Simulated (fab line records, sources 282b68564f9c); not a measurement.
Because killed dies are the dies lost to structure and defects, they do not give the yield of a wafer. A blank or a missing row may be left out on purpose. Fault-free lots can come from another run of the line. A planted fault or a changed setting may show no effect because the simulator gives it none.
A lot that was struck, set against a sound lot    flow ritCmos    44 steps out of a route of 202
Sound: wafers L287.1, L287.2, L287.6. Wafers L302.2, L302.3, L302.4 were the ones struck. At the end, the cause is stated.
Order at every step that has rows: each side's tool, ch and its chambers, its first start. Under that, the readings that differ: sound wafers    struck wafers    difference of the means    sigmas: that difference in standard deviations of wafers without a fault.
alike: same words and numbers on both sides, and readings whose means sit less than 2 such deviations apart. not compared: any withheld reading, any reading some wafer has no value for, any bound like >300 that may hide the same value, and any number with overlapping values for which the record gives no deviation.
Wherever a step has rows on one side only, a row that says differs or no value, or a row with sigmas, the two part there. Numbers that have no deviation but don't overlap get no sigmas and don't part them. A reading missing from all wafers of one side parts the sides only when that side holds two or more wafers.

first, 1 step without rows for these wafers: RIT_PRETRO_IMPLANT_08.
RIT_PRETRO_STRIP_09: strips in O2, time 180 s.
  sound on plasmaAsher-01 ch 0,1, day 2 07:05; struck on plasmaAsher-01 ch 0,1, day 5 11:56
  alike: drypumpMotorCurrentA
  not compared: rfHoursCounterH
RIT_PRETRO_TW_MEAS_10:
  struck on filmMetro-02, day 5 12:07; sound on filmMetro-04, day 2 07:15
reading    sound        struck       difference  sigmas
PRETRO_TW  484 484 481  475 473 474  -9          -2
then, 5 steps without rows for these wafers: RIT_GATE_WET_ETCH_00 (etches SiO2 in BOE, target depth 56 nm, time 60 s); RIT_GATE_CLEAN_01 (cleans in SC1, time 581.4 s); RIT_GATE_CLEAN_02 (cleans in dHF, time 30 s); RIT_GATE_CLEAN_03 (cleans in SC2, time 600 s); RIT_GATE_CLEAN_04 (cleans in dHF, time 60 s).
RIT_FOX2_THK_MEAS_91:
  struck on filmMetro-04, day 5 12:38; sound on filmMetro-01, day 2 07:58
  alike: FIELD_OXIDE_LEFT_2_THK
then, 2 steps without rows for these wafers: RIT_GATE_OXIDATION_05 (target thk 3 nm, ox time 270 s); RIT_GATE_ANNEAL_06 (time 600 s).
RIT_GATE_THK_MEAS_07:
  struck on filmMetro-04, day 5 14:01; sound on filmMetro-02, day 2 09:49
  alike: GATE_OXIDE_THK
RIT_GATE_CVD_08: deposits poly-Si from SiH4, target thk 250 nm, time 2220 s.
  sound on lpcvd-01 ch 0, day 2 09:52; struck on lpcvd-01 ch 0, day 5 14:04
reading                                  sound              struck             difference  sigmas
pressureMtorr (mTorr)                    300.7 300.5 299.7  239.7 240.2 240.4  -60.2       -89
model.poly-Si_of_GATE_CVD_08.thkNm (nm)  247.4 249.3 246.3  222.6 223.8 222    -24.9       
RIT_GATE_THK_MEAS_09:
  struck on filmMetro-02, day 5 15:41; sound on filmMetro-04, day 2 11:29
reading             sound              struck             difference  sigmas
GATE_POLY_THK (nm)  247.4 249.4 246.4  222.5 223.8 222.0  -25.0       -9
then, 6 steps without rows for these wafers: RIT_GATE_HMDS_10 (prime time 60 s); RIT_GATE_COAT_11 (resist thk 850 nm); RIT_GATE_SOFTBAKE_12 (time 60 s); RIT_GATE_EXPOSE_13 (exposes mask M6, target cd 150 nm); RIT_GATE_PEB_14; RIT_GATE_DEVELOP_15 (develop time 50 s).
RIT_GATE_CD_MEAS_16: target cd 150 nm.
  struck on cdSem-01, day 5 16:44; sound on cdSem-02, day 2 12:32
reading    sound              struck             difference  sigmas
cdNm (nm)  145.8 144.9 145.4  150.7 150.5 151.8  +5.6        +3
RIT_GATE_OVL_MEAS_17:
  struck on overlay-02, day 5 16:50; sound on overlay-01, day 2 12:39
  alike: GATE_OVL
then, 1 step without rows for these wafers: RIT_GATE_HARDBAKE_18 (time 60 s).
RIT_GATE_ETCH_19: etches poly-Si in SF6/CHF3/O2, stops on SiO2, time 165 s, target depth 312.5 nm.
  sound on rieSi-01 ch 0,3, day 2 12:50; struck on rieSi-02 ch 0,1,2, day 5 17:01
reading                         sound              struck             difference  sigmas
oesProductAu (a.u.)             0.848 0.858 0.842  0.765 0.803 0.790  -0.063      -4
model.etch.depthNm (nm)         247.4 249.3 246.3  222.6 223.8 222    -24.9       
model.GATE.featureDepthNm (nm)  247.4 249.3 246.3  222.6 223.8 222    -24.9       
  alike: drypumpMotorCurrentA, throttleValvePct
  not compared: rfHoursCounterH
RIT_GATE_STRIP_20: strips in O2, time 180 s.
  sound on plasmaAsher-03 ch 0,1, day 2 12:56; struck on plasmaAsher-04 ch 0,1, day 5 17:08
  alike: drypumpMotorCurrentA
  not compared: rfHoursCounterH
RIT_GATE_CD_MEAS_90: target cd 150 nm.
  struck on cdSem-01, day 5 17:20; sound on cdSem-02, day 2 13:07
reading    sound              struck             difference  sigmas
cdNm (nm)  145.7 145.1 145.4  150.5 151.1 151.8  +5.7        +3
then, 4 steps without rows for these wafers: RIT_REOX_CLEAN_00 (cleans in SC1, time 600 s); RIT_REOX_CLEAN_01 (cleans in dHF, time 30 s); RIT_REOX_CLEAN_02 (cleans in SC2, time 600 s); RIT_REOX_OXIDATION_03 (target thk 25.2 nm, ox time 5800 s).
RIT_REOX_THK_MEAS_04:
  struck on filmMetro-01, day 5 20:22; sound on filmMetro-04, day 2 16:17
  alike: REOX_OXIDE_THK
then, 6 steps without rows for these wafers: RIT_NLDD_HMDS_00 (prime time 60 s); RIT_NLDD_COAT_01 (resist thk 1000 nm); RIT_NLDD_SOFTBAKE_02 (time 60 s); RIT_NLDD_EXPOSE_03 (exposes mask M7, target cd 40700 nm); RIT_NLDD_PEB_04; RIT_NLDD_DEVELOP_05 (develop time 50 s).
RIT_NLDD_OVL_MEAS_06:
  struck on overlay-02, day 5 21:29; sound on overlay-02, day 2 17:11
  alike: NLDD_OVL
then, 2 steps without rows for these wafers: RIT_NLDD_HARDBAKE_07 (time 60 s); RIT_NLDD_IMPLANT_08.
RIT_NLDD_STRIP_09: strips in O2, time 180 s.
  sound on plasmaAsher-01 ch 0,1, day 2 17:31; struck on plasmaAsher-03 ch 0,1, day 5 21:49
  alike: drypumpMotorCurrentA
  not compared: rfHoursCounterH
RIT_NLDD_TW_MEAS_10:
  struck on filmMetro-03, day 5 22:01; sound on filmMetro-02, day 2 17:42
  alike: NLDD_TW
RIT_SDANNEAL_CLEAN_02: cleans in SC2, time 600 s.
  sound on wetBench-03 ch 1, day 3 01:03; struck on wetBench-01 ch 3, day 6 05:08
reading                                  sound              struck             difference  sigmas
model.poly-Si_of_GATE_CVD_08.thkNm (nm)  160.1 161.5 158.4  135.7 135.3 135.1  -24.6       
RIT_M1_PROBE_99:
  struck on prober-01, day 6 12:59; sound on prober-02, day 3 12:20
reading                           sound              struck             difference  sigmas
killedAtContacts                  0 0 0              1 1 0              +1          +3
model.etest.nmosTurned.driveUaUm  310.2 307.4 315.9  348.1 342.9 349.7  +35.7       
model.etest.pmosTurned.driveUaUm  184.6 183.5 185.3  200.3 199.3 200    +15.4       
  alike: killed_at_M0_to_M3, killedAtFrontEnd, killedDies, killedOpen, killedShort

== WHERE THEY PART ==
Last at RIT_M1_PROBE_99 as far as this record goes, first at RIT_PRETRO_TW_MEAS_10.

WHY: the cause the simulator had injected
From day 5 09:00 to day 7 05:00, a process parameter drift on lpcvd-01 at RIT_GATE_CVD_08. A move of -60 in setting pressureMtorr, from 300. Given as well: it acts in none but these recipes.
